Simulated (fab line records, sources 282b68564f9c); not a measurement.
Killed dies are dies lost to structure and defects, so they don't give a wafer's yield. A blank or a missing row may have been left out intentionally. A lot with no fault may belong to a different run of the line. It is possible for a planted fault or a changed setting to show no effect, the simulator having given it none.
Check for tools in common	flow rit_cmos	Sampled: 15 lots, 54 wafers

WHY IT WAS OPENED
Of 15 lots, 3 have the reading NWELL_TW flagged at RIT_NWELL_TW_MEAS_10. Wafers without a fault read 2164, standard deviation 24.
Rule: a lot is flagged when every wafer of it that has a number lies more than 4 standard deviations from that mean, or none has a number. The rest of the lots are taken to be sound.

lot	measured	on	NWELL_TW, wafer by wafer	flag
L834	day 2 14:09	film_metro-04	2129 2137 2140	
L835	day 2 23:38	film_metro-03	2159 2158 2149	
L836	day 2 23:52	film_metro-04	2150 2142 2138	
L839	day 3 11:03	film_metro-01	2187 2180 2181	
L841	day 3 19:14	film_metro-01	2741 2719 2714 2727 2718 2716	FLAGGED
L842	day 3 21:45	film_metro-01	2696 2717 2731 2715 2717 2706	FLAGGED
L843	day 4 00:31	film_metro-01	2699 2709 2706 2706 2710 2697	FLAGGED
L844	day 4 09:38	film_metro-04	2120 2126 2125	
L848	day 5 02:34	film_metro-01	2180 2181 2178	
L849	day 5 06:28	film_metro-04	2144 2130 2136	
L850	day 5 11:20	film_metro-01	2189 2176 2183	
L851	day 5 20:41	film_metro-01	2170 2170 2174	
L852	day 5 22:49	film_metro-01	2166 2177 2179	
L853	day 6 01:39	film_metro-01	2183 2184 2175	
L854	day 6 13:34	film_metro-01	2194 2189 2190	
Average over the flagged lots: 2714; offset from the usual +550, equal to +23 standard deviations.

WHICH TOOL RAN EACH LOT
The record holds 1 process step before the reading, out of a route of 202 steps. Every cell lists first the tool, next ch and the chambers used by the sampled wafers, and last the start.
lot	flag	RIT_NWELL_IMPLANT_08
L834		implanter-02 ch 0, day 2 13:49
L835		implanter-02 ch 0, day 2 23:19
L836		implanter-04 ch 0, day 2 23:32
L839		implanter-04 ch 0, day 3 10:44
L841	FLAGGED	implanter-01 ch 0, day 3 18:35
L842	FLAGGED	implanter-01 ch 0, day 3 21:08
L843	FLAGGED	implanter-02 ch 0, day 3 23:54
L844		implanter-04 ch 0, day 4 09:20
L848		implanter-02 ch 0, day 5 02:15
L849		implanter-02 ch 0, day 5 06:09
L850		implanter-02 ch 0, day 5 11:01
L851		implanter-04 ch 0, day 5 20:22
L852		implanter-04 ch 0, day 5 22:30
L853		implanter-02 ch 0, day 6 01:22
L854		implanter-04 ch 0, day 6 13:15
What these steps do:
- RIT_NWELL_IMPLANT_08
- RIT_NWELL_TW_MEAS_10

FLAGGED OVER TOTAL, TOOL BY TOOL (the gauges that took the reading come last)
step	tool	lots run	flagged	share of the flagged lots	sound lots run after its first flagged lot
RIT_NWELL_IMPLANT_08	implanter-01	2	2	some	0
RIT_NWELL_IMPLANT_08	implanter-02	7	1	some	4 (L848,L849,L850,L853)
RIT_NWELL_IMPLANT_08	implanter-04	6	0	none	-
RIT_NWELL_TW_MEAS_10	film_metro-01	10	3	all	6 (L848,L850,L851,L852,L853,L854)
RIT_NWELL_TW_MEAS_10	film_metro-03	1	0	none	-
RIT_NWELL_TW_MEAS_10	film_metro-04	4	0	none	-

WHAT THE TABLE ALLOWS
All flagged lots share 1 row of the table, namely film_metro-01 at RIT_NWELL_TW_MEAS_10.
- film_metro-01 at RIT_NWELL_TW_MEAS_10: 3 of its 10 lots flagged. Sound lots followed the first flagged one (L848, L850, L851, L852, L853, L854) on it, something a lasting fault affecting the whole tool could not allow.
Every row of the table either missed a flagged lot or ran a sound lot after the first.

WHAT HAD BEEN PUT IN BY THE SIMULATOR
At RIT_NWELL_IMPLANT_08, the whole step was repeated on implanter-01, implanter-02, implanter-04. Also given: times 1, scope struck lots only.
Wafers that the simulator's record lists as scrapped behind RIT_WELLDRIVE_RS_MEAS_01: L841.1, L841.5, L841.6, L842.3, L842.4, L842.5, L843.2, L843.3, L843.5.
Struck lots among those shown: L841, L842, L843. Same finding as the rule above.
